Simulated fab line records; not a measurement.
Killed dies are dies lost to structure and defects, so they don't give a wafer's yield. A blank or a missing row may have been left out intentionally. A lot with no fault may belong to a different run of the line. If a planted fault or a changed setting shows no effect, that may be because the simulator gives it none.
A lot that was struck, set against a sound lot    flow rit cmos    18 out of 202 route steps
Sound: these wafers, L608.1, L608.4, L608.5. Wafers L612.2, L612.3, L612.4 were the ones struck. The cause is named last.
For every step that has rows: the tool of each side, followed by ch and its chambers, followed by its first start. Under that, the readings that differ: sound wafers    struck wafers    difference of the means    sigmas: that difference in standard deviations of wafers without a fault.
alike: same words and numbers on both sides, and readings whose means sit less than 2 such deviations apart. not compared: any withheld reading, any reading some wafer has no value for, any bound like >300 that may hide the same value, and any number with overlapping values for which the record gives no deviation.
A row with sigmas, a row that says differs or no value, or rows on one side alone: a step with any of these is where the two part. When numbers do not overlap yet have no deviation, they are printed without sigmas and do not part them. A reading that every wafer of one side lacks parts them only if that side has two wafers or more.

first, 4 steps without rows for these wafers: RIT_NSD_SOFTBAKE_02 (time 60 s); RIT_NSD_EXPOSE_03 (exposes mask M9, target cd 40700 nm); RIT_NSD_PEB_04; RIT_NSD_DEVELOP_05 (develop time 50 s).
RIT_NSD_OVL_MEAS_06:
  sound on overlay-01 at day 4 06:05; struck on overlay-02 at day 4 23:01
reading       sound           struck        difference  sigmas
NSD_OVL (nm)  -2.1 -1.8 -1.2  2.3 2.6 -1.1  +3.0        +2
then, 2 steps without rows for these wafers: RIT_NSD_HARDBAKE_07 (time 60 s); RIT_NSD_IMPLANT_08.
RIT_NSD_STRIP_09: strips in O2, time 180 s.
  sound on plasma asher-01 ch 0,1, day 4 06:26; struck on plasma asher-03 ch 0,1, day 4 23:21
  alike: drypump motor current A
  not compared: rf hours counter h
RIT_NSD_TW_MEAS_10:
  sound on film metro-01 at day 4 06:36; struck on film metro-01 at day 4 23:32
  alike: NSD_TW
then, 3 steps without rows for these wafers: RIT_PSD_HMDS_00 (prime time 60 s); RIT_PSD_COAT_01 (resist thk 1000 nm); RIT_PSD_SOFTBAKE_02 (time 60 s).
RIT_PSD_EXPOSE_03: exposes mask M10, target cd 40900 nm.
  sound on iline stepper-01 ch 0, day 4 07:14; struck on iline stepper-02 ch 0, day 5 00:03
reading                      sound                       struck                difference  sigmas
model.PSD.overlay x nm (nm)  -0.09176 -0.09176 -0.09176  -148.4 -148.4 -148.4  -148.3      
  alike: mask
then, 2 steps without rows for these wafers: RIT_PSD_PEB_04; RIT_PSD_DEVELOP_05 (develop time 50 s).
RIT_PSD_OVL_MEAS_06:
  sound on overlay-01 at day 4 07:38; struck on overlay-02 at day 5 00:26
reading       sound           struck                difference  sigmas
PSD_OVL (nm)  -1.2 -0.3 -1.6  -148.2 -150.2 -149.4  -148.2      -99 or more
then, 1 step without rows for these wafers: RIT_PSD_HARDBAKE_07 (time 60 s).
RIT_M1_PROBE_99:
  sound on prober-02 at day 4 16:31; struck on prober-02 at day 5 08:58
reading                                                  sound                 struck                difference  sigmas
model.etest.select edge diode p.leak log10 a (angstrom)  -10.39 -10.48 -10.48  -9.459 -9.599 -9.384  +0.969      
  alike: killed at contacts, killed at front end, killed dies, killed open, killed short

WHERE THEY PART
At RIT_NSD_OVL_MEAS_06 first; at RIT_PSD_OVL_MEAS_06 last (within this record only). Later steps at which nothing parts them and some readings are alike: RIT_M1_PROBE_99.

WHY: what had been put in by the simulator
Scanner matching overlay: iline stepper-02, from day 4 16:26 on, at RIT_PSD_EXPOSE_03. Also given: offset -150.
